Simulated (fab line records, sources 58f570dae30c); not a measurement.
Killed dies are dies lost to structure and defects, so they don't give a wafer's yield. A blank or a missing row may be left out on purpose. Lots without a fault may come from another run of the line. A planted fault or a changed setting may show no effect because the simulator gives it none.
Which tool did it? | flow berkeley_cmos170 | 14 lots, 42 wafers sampled, at 5 steps of a route of 331

WHAT THE GAUGES READ, wafer by wafer
UCB170_V2_THK_MEAS_01. Usual: V2_TEOS_THK 2002 nm, standard deviation 26.
lot  | measured     | on            | V2_TEOS_THK (nm) | flag
L532 | day 7 22:16  | film_metro-02 | 1993 1961 2035   |
L535 | day 7 22:34  | film_metro-01 | 1969 2014 2027   |
L531 | day 7 22:49  | film_metro-04 | 1968 1973 2022   |
L534 | day 7 22:56  | film_metro-02 | 2017 2036 2036   |
L533 | day 7 23:10  | film_metro-02 | 1981 1976 2027   |
L536 | day 8 11:37  | film_metro-01 | 2003 2062 2040   |
L537 | day 9 01:22  | film_metro-01 | 1959 1970 2014   |
L546 | day 10 14:53 | film_metro-04 | 2200 1993 2235   | OFF
L547 | day 10 22:31 | film_metro-01 | 2019 2022 2046   |
L543 | day 10 22:57 | film_metro-04 | 2199 1945 2223   | OFF
L549 | day 11 07:40 | film_metro-01 | 2001 2005 2048   |
L552 | day 11 12:46 | film_metro-02 | 1962 1984 2000   |
L553 | day 12 11:22 | film_metro-04 | 1998 1971 2008   |
L554 | day 12 23:13 | film_metro-02 | 1981 2040 2017   |

UCB170_V2_CD_MEAS_90: target cd 700 nm. Usual: cd_nm 699.6 nm, standard deviation 1.3.
lot  | measured     | on        | cd_nm (nm)        | flag
L532 | day 8 00:39  | cd_sem-02 | 700.6 701.6 700.4 |
L535 | day 8 01:29  | cd_sem-02 | 700.7 699.8 699.3 |
L531 | day 8 02:03  | cd_sem-02 | 699.9 699.8 700.6 |
L534 | day 8 02:20  | cd_sem-01 | 699.8 699.1 699.6 |
L533 | day 8 03:01  | cd_sem-02 | 697.6 696.8 697.2 |
L536 | day 8 13:50  | cd_sem-01 | 700.4 701.4 700.6 |
L537 | day 9 03:22  | cd_sem-01 | 698.9 698.3 698.2 |
L546 | day 10 18:38 | cd_sem-02 | 698.8 697.7 699.0 |
L547 | day 11 00:53 | cd_sem-02 | 700.4 698.6 701.4 |
L543 | day 11 01:08 | cd_sem-02 | 697.5 699.0 699.4 |
L549 | day 11 09:57 | cd_sem-02 | 698.9 698.3 698.9 |
L552 | day 11 18:20 | cd_sem-01 | 699.3 699.3 699.9 |
L553 | day 12 13:31 | cd_sem-01 | 699.8 697.5 700.1 |
L554 | day 13 01:45 | cd_sem-02 | 700.3 699.4 700.2 |

UCB170_M3_OVL_MEAS_16. Usual: M3_OVL -1 nm, standard deviation 6.
lot  | measured     | on         | M3_OVL (nm) | flag
L532 | day 8 05:26  | overlay-02 | 1 0 1       |
L535 | day 8 07:31  | overlay-02 | -6 -6 -5    |
L531 | day 8 07:47  | overlay-01 | -8 -9 -11   |
L534 | day 8 07:50  | overlay-02 | -9 -11 -6   |
L533 | day 8 08:03  | overlay-01 | -3 5 2      |
L536 | day 8 16:04  | overlay-01 | -6 -9 -9    |
L537 | day 9 06:02  | overlay-01 | -16 -13 -17 |
L546 | day 10 22:26 | overlay-02 | 4 1 2       |
L547 | day 11 03:01 | overlay-01 | -6 -1 2     |
L543 | day 11 03:25 | overlay-01 | -4 -8 -13   |
L549 | day 11 13:24 | overlay-02 | 6 1 -3      |
L552 | day 11 20:28 | overlay-02 | -4 -7 -8    |
L553 | day 12 16:01 | overlay-02 | 5 -1 3      |
L554 | day 13 04:05 | overlay-02 | 6 7 -3      |

WHICH TOOL RAN EACH LOT (tool, then ch and the chambers of the sampled wafers, then the start)
lot  | UCB170_V2_CVD_00                | UCB170_V2_STRIP_15
L532 | pecvd-02 ch 1,2, day 7 22:06    | plasma_asher-04 ch 0,1, day 8 00:33
L535 | pecvd-04 ch 0,1,2, day 7 22:25  | plasma_asher-01 ch 0,1, day 8 01:23
L531 | pecvd-02 ch 1,2, day 7 22:39    | plasma_asher-04 ch 0,1, day 8 01:56
L534 | pecvd-04 ch 0,1, day 7 22:47    | plasma_asher-01 ch 0,1, day 8 02:13
L533 | pecvd-02 ch 0,1, day 7 23:01    | plasma_asher-04 ch 0,1, day 8 02:55
L536 | pecvd-02 ch 0,1, day 8 11:27    | plasma_asher-04 ch 0,1, day 8 13:43
L537 | pecvd-04 ch 1,2, day 9 01:07    | plasma_asher-01 ch 0,1, day 9 03:16
L546 | pecvd-01 ch 0,1, day 10 14:44   | plasma_asher-01 ch 0,1, day 10 18:31
L547 | pecvd-04 ch 0,1, day 10 22:21   | plasma_asher-04 ch 0,1, day 11 00:46
L543 | pecvd-01 ch 0,1, day 10 22:48   | plasma_asher-03 ch 0,1, day 11 01:02
L549 | pecvd-02 ch 1,2, day 11 07:31   | plasma_asher-01 ch 0, day 11 09:50
L552 | pecvd-02 ch 0,2, day 11 12:37   | plasma_asher-01 ch 0,1, day 11 18:13
L553 | pecvd-02 ch 1,2, day 12 11:08   | plasma_asher-01 ch 0,1, day 12 13:25
L554 | pecvd-04 ch 0,1,2, day 12 23:03 | plasma_asher-03 ch 0,1, day 13 01:36
- UCB170_V2_CVD_00: deposits SiO2 from TEOS/O2, target thk 2000 nm, time 250 s.
- UCB170_V2_STRIP_15: strips in O2.

WHAT THE TOOLS THEMSELVES READ (means of the sampled wafers that have a number; where no wafer has one, the mark that the record gives instead)
UCB170_V2_CVD_00. Usual: heater_power_w 273 W, standard deviation 52; pressure_mtorr 9001 mTorr, standard deviation 17; rf_fwd_power_W 548.6 W, standard deviation 1.8.
lot  | tool     | heater_power_w (W) | pressure_mtorr (mTorr) | rf_fwd_power_W (W) | flag
L532 | pecvd-02 | 254                | 9016                   | 548.9              |
L535 | pecvd-04 | 271                | 8995                   | 548.3              |
L531 | pecvd-02 | 284                | 9000                   | 547.2              |
L534 | pecvd-04 | 258                | 8999                   | 548.8              |
L533 | pecvd-02 | 249                | 9008                   | 548.7              |
L536 | pecvd-02 | 264                | 9013                   | 547.8              |
L537 | pecvd-04 | 309                | 9007                   | 550.5              |
L546 | pecvd-01 | 272                | 8988                   | 693.0              | OFF
L547 | pecvd-04 | 236                | 8992                   | 550.3              |
L543 | pecvd-01 | 271                | 9011                   | 693.1              | OFF
L549 | pecvd-02 | 282                | 8999                   | 547.7              |
L552 | pecvd-02 | 228                | 8979                   | 548.7              |
L553 | pecvd-02 | 273                | 9006                   | 547.1              |
L554 | pecvd-04 | 264                | 8987                   | 546.8              |

UCB170_V2_STRIP_15. Usual: drypump_motor_current_A 6.02 A, standard deviation 0.28; oes_product_au 0.721 a.u., standard deviation 0.0044; strip_time_to_endpoint_s 15.33 s, standard deviation 0.1.
lot  | tool            | drypump_motor_current_A (A) | oes_product_au (a.u.) | strip_time_to_endpoint_s (s) | flag
L532 | plasma_asher-04 | 6.10                        | 0.718                 | 15.22                        |
L535 | plasma_asher-01 | 6.06                        | 0.722                 | 15.38                        |
L531 | plasma_asher-04 | 6.20                        | 0.718                 | 15.48                        |
L534 | plasma_asher-01 | 6.05                        | 0.719                 | 15.17                        |
L533 | plasma_asher-04 | 6.21                        | 0.721                 | 15.36                        |
L536 | plasma_asher-04 | 6.12                        | 0.722                 | 15.21                        |
L537 | plasma_asher-01 | 6.04                        | 0.723                 | 15.42                        |
L546 | plasma_asher-01 | 6.17                        | 0.723                 | 15.36                        |
L547 | plasma_asher-04 | 6.11                        | 0.721                 | 15.35                        |
L543 | plasma_asher-03 | 5.50                        | 0.720                 | 15.40                        |
L549 | plasma_asher-01 | 6.30                        | 0.721                 | 15.24                        |
L552 | plasma_asher-01 | 6.04                        | 0.721                 | 15.27                        |
L553 | plasma_asher-01 | 6.15                        | 0.723                 | 15.36                        |
L554 | plasma_asher-03 | 5.50                        | 0.724                 | 15.40                        |

THE ANSWER, worked out from the rows above alone
Rule: a lot is off if the mean of its wafers that have a number lies more than 3 standard deviations from the usual mean. A lot without any number at a reading at which 4 lots or more have one is off too. The other lots that the step has rows for count as sound. The gauges are gone through in route order, then the tools' own readings, and for those a lot's mean is taken as printed above. The first step at which some lot is off is used, and at that step the reading that is off furthest; a lot without a number counts as furthest.
Off: L546, L543, at UCB170_V2_THK_MEAS_01 (V2_TEOS_THK).
A tool fits if, at a process step before that reading, it ran every lot that is off, and no sound lot after the first of them. The gauges at UCB170_V2_THK_MEAS_01 aren't tried: what is off there is off at UCB170_V2_CVD_00 too, on other tools, and a gauge's error can't cause that. One fits: pecvd-01 at UCB170_V2_CVD_00. It ran no sound lot before its first lot that is off in this sample, so the start can't be narrowed down.
The tool's own readings at UCB170_V2_CVD_00 bear it out: on the lots that are off they differ by more than 5 times the standard deviation of the sound lots' means. rf_fwd_power_W reads 693.0 W there against 548.4 W on the sound lots.

WHAT THE SIMULATOR HAD PUT IN
Process parameter drift: pecvd-01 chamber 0, from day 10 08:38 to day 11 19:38, at UCB170_V2_CVD_00. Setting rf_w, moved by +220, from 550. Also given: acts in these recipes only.
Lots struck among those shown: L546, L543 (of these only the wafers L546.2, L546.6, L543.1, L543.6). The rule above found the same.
